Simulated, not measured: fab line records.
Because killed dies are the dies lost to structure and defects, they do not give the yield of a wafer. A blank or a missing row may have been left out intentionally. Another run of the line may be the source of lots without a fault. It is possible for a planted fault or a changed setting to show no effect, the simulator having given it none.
Lot-split experiment -- flow berkeley cmos170 -- 22 wafers read from 5 lots, route of 331 steps

THE SPLIT ITSELF
At UCB170_NWELL_PEB_10, the setting peb temp c was moved away from the recipe's 130 C on 7 of the 22 wafers read, by -2.1% to +2.3%. This setting was run at the recipe's value on the other wafers.

BETWEEN THE SPLIT AND THE READING: the file shows 1 step in between
- UCB170_NWELL_DEVELOP_11: develop time 45 s

THE READING
NWELL.cd nm (the simulator's own value, which no gauge read), in nm, at UCB170_NWELL_ETCH_13 (etches Si3N4 in CH3F/Ar/O2, stops on SiO2, target depth 246.4 nm, time 154 s). The file gives no usual value for it. Across the 15 wafers here that went through the recipe, the average is 3000 nm and the standard deviation 1.2 nm.

wafer,"tool, chamber at the split","peb temp c as run, C",against the recipe,"NWELL.cd nm, nm",against lot-mates on the recipe
L076.1,"litho track-03, 0",133,+2.3%,3017,+18
L076.2,"litho track-03, 0",130,recipe,3000,-
L076.3,"litho track-03, 0",130,recipe,2999,-
L076.4,"litho track-03, 0",133,+2.3%,3018,+18
L076.5,"litho track-03, 0",133,+2.3%,3019,+20
L077.2,"litho track-01, 0",130,recipe,2998,-
L077.3,"litho track-01, 0",130,recipe,3001,-
L077.4,"litho track-01, 0",130,recipe,3000,-
L077.5,"litho track-01, 0",130,recipe,2999,-
L077.6,"litho track-01, 0",130,recipe,2999,-
L081.2,"litho track-02, 0",130,recipe,2999,-
L081.3,"litho track-02, 0",130,recipe,2999,-
L081.4,"litho track-02, 0",127.3,-2.1%,2979,-20
L081.5,"litho track-02, 0",127.3,-2.1%,2979,-20
L083.1,"litho track-01, 0",130,recipe,2998,-
L083.5,"litho track-01, 0",130,recipe,2998,-
L083.3,"litho track-01, 0",130,recipe,2999,-
L085.1,"litho track-02, 0",130,recipe,3001,-
L085.2,"litho track-02, 0",130,recipe,3001,-
L085.3,"litho track-02, 0",132.3,+1.8%,3016,+15
L085.5,"litho track-02, 0",132.3,+1.8%,3015,+14
L085.6,"litho track-02, 0",130,recipe,3002,-

THE FIT
A straight line over all 22 wafers: NWELL.cd nm changes by +8.82 nm for each +1% of peb temp c; r = +0.99; the points scatter about the line by 1.4 nm.
The same after taking each lot's own level away (the mean of its wafers on the recipe; 22 wafers): +8.56 nm for each +1%; r = +1.00; scatter 1 nm.
That fit puts the effect of the largest move of peb temp c on the reading at 20 nm.
From 2998.3 to 3001.3 nm: that is the span of the lots' own levels, equal to 2.5 times the standard deviation above.
The two slopes agree, so the slope changes little with the lot-to-lot level.
Check: for one of the wafers moved furthest among these (+2.3%), held out of the fit, the line's prediction against its lot-mates is +19.7 nm. It came out at +17.5 nm against them.

THE OTHER SPLITS THESE WAFERS WENT THROUGH
Note: prior to the reading, these wafers also went through further splits. Each is held against what the fit with the lots' levels taken away leaves over:
other split on the same wafers,wafers away from the commonest value,r with NWELL.cd nm (lot level and that fit taken away)
UCB170_START_OXIDATION_02 ox time s,17,+0.27
UCB170_ZERO_STRIP_07 o2 flow sccm,11,-0.10

FILE'S OWN FIT
NWELL.cd nm changes by +8.46 nm for each +1% of peb temp c, r = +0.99.
